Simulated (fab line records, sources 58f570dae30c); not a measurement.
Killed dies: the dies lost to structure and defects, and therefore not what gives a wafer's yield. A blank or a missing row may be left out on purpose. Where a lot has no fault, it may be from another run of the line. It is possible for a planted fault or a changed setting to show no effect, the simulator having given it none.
What tool caused it? -- flow berkeley cmos170 -- Sampling: 14 lots, 42 wafers, 2 of 331 route steps

== WHAT EACH GAUGE READ, for each wafer ==
UCB170_SDANNEAL_RS_MEAS_04: measures by four-point-probe. Usual: for PLDD_RS the level is 1031.0 ohm/sq and the standard deviation is 2.8.
lot,measured,on,PLDD_RS (ohm/sq),flag
L295,day 7 23:12,film metro-01,1026.0 1025.7 1028.7,
L296,day 8 09:13,film metro-04,1030.8 1033.8 1030.0,
L297,day 8 08:29,film metro-02,1031.5 1037.2 1033.6,
L299,day 8 22:04,film metro-01,1034.4 1035.5 1037.8,
L298,day 8 21:35,film metro-02,1030.9 1031.9 1030.9,
L300,day 9 14:50,film metro-02,1031.0 1029.0 1031.3,
L301,day 9 14:50,film metro-04,1031.1 1028.9 1031.8,
L304,day 10 09:50,film metro-04,- - -,OFF
L306,day 11 03:14,film metro-01,- - -,OFF
L308,day 11 09:22,film metro-04,1031.1 1030.1 1029.2,
L312,day 12 06:43,film metro-02,1036.9 1035.2 1034.1,
L314,day 12 08:31,film metro-02,1029.5 1029.1 1031.2,
L316,day 14 00:12,film metro-02,1033.0 1033.3 1032.3,
L318,day 14 08:48,film metro-02,1029.1 1030.6 1032.1,

== EACH LOT AND THE TOOL THAT RAN IT (in order: tool; ch and the chambers of the sampled wafers; start) ==
lot,UCB170_PLDD_IMPLANT_08
L295,"implanter-04 ch 0, day 7 04:42"
L296,"implanter-02 ch 0, day 7 15:47"
L297,"implanter-04 ch 0, day 7 15:56"
L299,"implanter-01 ch 0, day 8 04:18"
L298,"implanter-02 ch 0, day 8 04:35"
L300,"implanter-02 ch 0, day 8 20:11"
L301,"implanter-01 ch 0, day 8 20:13"
L304,"implanter-04 ch 0, day 9 16:11"
L306,"implanter-04 ch 0, day 10 11:46"
L308,"implanter-02 ch 0, day 10 19:14"
L312,"implanter-01 ch 0, day 11 16:53"
L314,"implanter-01 ch 0, day 11 21:31"
L316,"implanter-02 ch 0, day 12 16:57"
L318,"implanter-01 ch 0, day 13 15:35"
- UCB170_PLDD_IMPLANT_08

== AS READ BY THE TOOLS THEMSELVES (means over the sampled wafers that have a number; for cases with no such wafer, the mark the record gives instead) ==
UCB170_PLDD_IMPLANT_08. Usual: tilt deg 6.999 degrees, standard deviation 0.019.
lot,tool,tilt deg (degrees),flag
L295,implanter-04,6.993,
L296,implanter-02,7.014,
L297,implanter-04,6.970,
L299,implanter-01,7.003,
L298,implanter-02,7.008,
L300,implanter-02,6.992,
L301,implanter-01,7.004,
L304,implanter-04,8.066,OFF
L306,implanter-04,8.076,OFF
L308,implanter-02,6.991,
L312,implanter-01,7.006,
L314,implanter-01,7.000,
L316,implanter-02,7.001,
L318,implanter-01,7.010,

== THE ANSWER, worked out from the rows above alone ==
Rule: take the mean of a lot's wafers that have a number; if it is more than 3 standard deviations from the usual mean, the lot is off. A lot without any number at a reading at which 4 lots or more have one is off too. Where the step has rows for the other lots, those lots are counted as sound. Order of review: gauges by route order, followed by the tools' own readings, for which a lot's mean as printed above is used. At the first step where some lot is off, the reading lying furthest off is the one used; lots without a number count as furthest.
Off: at UCB170_SDANNEAL_RS_MEAS_04 (PLDD_RS), L304, L306. Without a number there: L304, L306.
If a tool, at a process step before that reading, ran all the lots that are off and no sound lot after the first of them, it fits. Not tried: the gauges at UCB170_SDANNEAL_RS_MEAS_04; whatever is off there is also off at UCB170_PLDD_IMPLANT_08, on other tools, and gauge error can't account for it. One candidate fits, namely implanter-04 at UCB170_PLDD_IMPLANT_08. A fault onset in the window from L297 (day 7 15:56, its last sound lot) to L304 (day 9 16:11, its first lot off) fits.
The tool's own readings at UCB170_PLDD_IMPLANT_08 bear it out: on the lots that are off they differ by more than 5 times the standard deviation of the sound lots' means. tilt deg reads 8.071 degrees there against 6.999 degrees on the sound lots.

== WHAT THE SIMULATOR PUT IN ==
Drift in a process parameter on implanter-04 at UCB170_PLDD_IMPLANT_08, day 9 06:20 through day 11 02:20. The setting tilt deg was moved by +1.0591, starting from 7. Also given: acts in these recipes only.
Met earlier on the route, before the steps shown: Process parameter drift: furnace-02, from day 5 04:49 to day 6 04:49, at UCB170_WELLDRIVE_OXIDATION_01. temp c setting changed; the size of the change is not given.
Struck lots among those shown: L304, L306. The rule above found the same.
